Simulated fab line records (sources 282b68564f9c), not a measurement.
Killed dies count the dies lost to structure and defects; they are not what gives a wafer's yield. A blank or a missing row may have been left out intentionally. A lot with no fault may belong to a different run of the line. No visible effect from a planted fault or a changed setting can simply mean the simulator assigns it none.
Comparing a struck lot with a sound one ; flow rit-cmos ; 27 steps out of a route of 202
Sound: the wafers L743.3, L743.4, L743.6. The struck wafers were L755.1, L755.2, L755.3. Last of all comes the cause.
Per side, at each step with rows, come the tool, then ch with its chambers, and then its first start. Under that, the readings that differ: sound wafers ; struck wafers ; difference of the means ; sigmas: that difference in standard deviations of wafers without a fault.
alike: readings with means less than 2 such deviations apart, plus words and numbers identical on both sides. not compared: withheld readings, readings lacking a value on some wafer, bounds such as >300 that could conceal the same value, and numbers that have no deviation in the record and whose values overlap.
A row with sigmas, a row that says differs or no value, or rows on one side alone: a step with any of these is where the two part. When numbers do not overlap yet have no deviation, they are printed without sigmas and do not part them. A reading that every wafer of one side lacks parts them only if that side has two wafers or more.

RIT_ACTIVE_BOW_MEAS_00:
  sound on film-metro-03, day 2 21:02; struck on film-metro-03, day 5 09:00
  alike: INCOMING_BOW
then, 1 step without rows for these wafers: RIT_ACTIVE_OXIDATION_01 (target thk 46.8 nm, ox time 3360 s).
RIT_ACTIVE_THK_MEAS_02:
  sound on film-metro-01, day 2 23:04; struck on film-metro-04, day 5 12:07
  alike: ACTIVE_OXIDE_THK
RIT_ACTIVE_CVD_03: deposits Si3N4 from SiH2Cl2/NH3, target thk 150 nm, time 1500 s.
  sound on lpcvd-02 ch 0, day 2 23:07; struck on lpcvd-01 ch 1, day 5 12:35
reading;sound;struck;difference;sigmas
spike-tc-centre-C (C);812.2 811.9 810.8;826.0 826.8 825.4;+14.4;+12
spike-tc-load-C (C);837.8 837.5 837.6;851.8 853.2 853.5;+15.2;+7
spike-tc-source-C (C);836 835 836;845 845 844;+9;+2
susceptor-temp-C (C);810.1 810.5 810.6;825.0 825.3 824.6;+14.6;+43
model.Si3N4_of_ACTIVE_CVD_03.thk-nm (nm);147.9 148.5 149.3;193.9 195.2 194.9;+46.1;
RIT_ACTIVE_THK_MEAS_04:
  sound on film-metro-04, day 3 01:16; struck on film-metro-01, day 5 14:01
reading;sound;struck;difference;sigmas
ACTIVE_NITRIDE_THK (nm);148.0 148.6 149.3;194.1 195.2 194.7;+46.0;+26
then, 6 steps without rows for these wafers: RIT_ACTIVE_HMDS_05 (prime time 60 s); RIT_ACTIVE_COAT_06 (resist thk 1000 nm); RIT_ACTIVE_SOFTBAKE_07 (time 60 s); RIT_ACTIVE_EXPOSE_08 (exposes mask M1, target cd 1400 nm); RIT_ACTIVE_PEB_09; RIT_ACTIVE_DEVELOP_10 (develop time 50 s).
RIT_ACTIVE_CD_MEAS_11 targets a cd of 1400 nm.
  sound on cd-sem-02, day 3 02:19; struck on cd-sem-01, day 5 14:55
  alike: cd-nm
then, 1 step without rows for these wafers: RIT_ACTIVE_HARDBAKE_12 (time 60 s).
RIT_ACTIVE_ETCH_13: etches Si3N4 in SF6, stops on SiO2, time 210 s, target depth 210 nm.
  sound on rie-diel-04 ch 0,1,3, day 3 02:32; struck on rie-diel-02 ch 0,1,3, day 5 15:17
reading;sound;struck;difference;sigmas
oes-product-au (a.u.);0.824 0.816 0.817;0.941 0.972 0.949;+0.135;+14
model.etch.depth-nm (nm);147.9 148.5 149.3;193.9 195.2 194.9;+46.1;
model.ACTIVE.feature-depth-nm (nm);148 148.5 149.3;193.9 195.6 194.9;+46.2;
  alike: drypump-motor-current-A, throttle-valve-pct
  not compared: rf-hours-counter-h
RIT_ACTIVE_STRIP_14: strips in O2, time 180 s.
  sound on plasma-asher-03 ch 0,1, day 3 02:44; struck on plasma-asher-02 ch 0,1, day 5 15:26
  alike: drypump-motor-current-A
  not compared: rf-hours-counter-h
RIT_ACTIVE_CD_MEAS_90 targets a cd of 1400 nm.
  sound on cd-sem-01, day 3 02:53; struck on cd-sem-02, day 5 15:36
  alike: cd-nm
then, 4 steps without rows for these wafers: RIT_ACTIVE_CLEAN_15 (cleans in SC1, time 600 s); RIT_ACTIVE_CLEAN_16 (cleans in dHF, time 30 s); RIT_ACTIVE_CLEAN_17 (cleans in SC2, time 600 s); RIT_FOX1_OXIDATION_00 (target thk 350.7 nm, ox time 1130 s).
RIT_FOX1_THK_MEAS_01:
  sound on film-metro-02, day 3 04:40; struck on film-metro-02, day 5 17:24
  alike: FOX1_OXIDE_THK
then, 2 steps without rows for these wafers: RIT_FOX1_WET_ETCH_02 (etches SiO2 in BOE, target depth 350 nm, time 390 s); RIT_FOX2_OXIDATION_00 (target thk 350.7 nm, ox time 1130 s).
RIT_FOX2_THK_MEAS_01:
  sound on film-metro-02, day 3 07:11; struck on film-metro-02, day 5 18:53
  alike: FOX2_OXIDE_THK
RIT_FOX2_CLEAN_02: cleans in dHF, time 180 s.
  sound on wet-bench-01 ch 3, day 3 07:14; struck on wet-bench-01 ch 0, day 5 18:57
reading;sound;struck;difference;sigmas
model.Si3N4_of_ACTIVE_CVD_03.thk-nm (nm);128.7 129.3 130.1;174.7 176 175.6;+46.1;
then, 1 step without rows for these wafers: RIT_FOX2_WET_ETCH_03 (etches Si3N4 in H3PO4, target depth 195 nm, time 2700 s).
RIT_M1_PROBE_99:
  sound on prober-01, day 4 23:13; struck on prober-01, day 7 13:11
reading;sound;struck;difference;sigmas
model.etest.nplus-sal.width-nm (nm);3464 3450 3443;3489 3481 3490;+34;
model.etest.pplus-sal.width-nm (nm);3439 3454 3444;3480 3480 3465;+29;
  alike: killed-at-contacts, killed-at-front-end, killed-dies, killed-on-rim, killed-open, killed-short
  not compared: model.etest.nldd.width-nm, model.etest.pldd.width-nm

## WHERE THEY PART
First at RIT_ACTIVE_CVD_03; last, within this record, at RIT_ACTIVE_ETCH_13. Later steps at which nothing parts them and some readings are alike: RIT_ACTIVE_STRIP_14, RIT_ACTIVE_CD_MEAS_90, RIT_FOX1_THK_MEAS_01, RIT_FOX2_THK_MEAS_01, RIT_M1_PROBE_99.

WHY: whatever the simulator had introduced
lpcvd-01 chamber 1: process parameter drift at RIT_ACTIVE_CVD_03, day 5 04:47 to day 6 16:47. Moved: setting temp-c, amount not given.
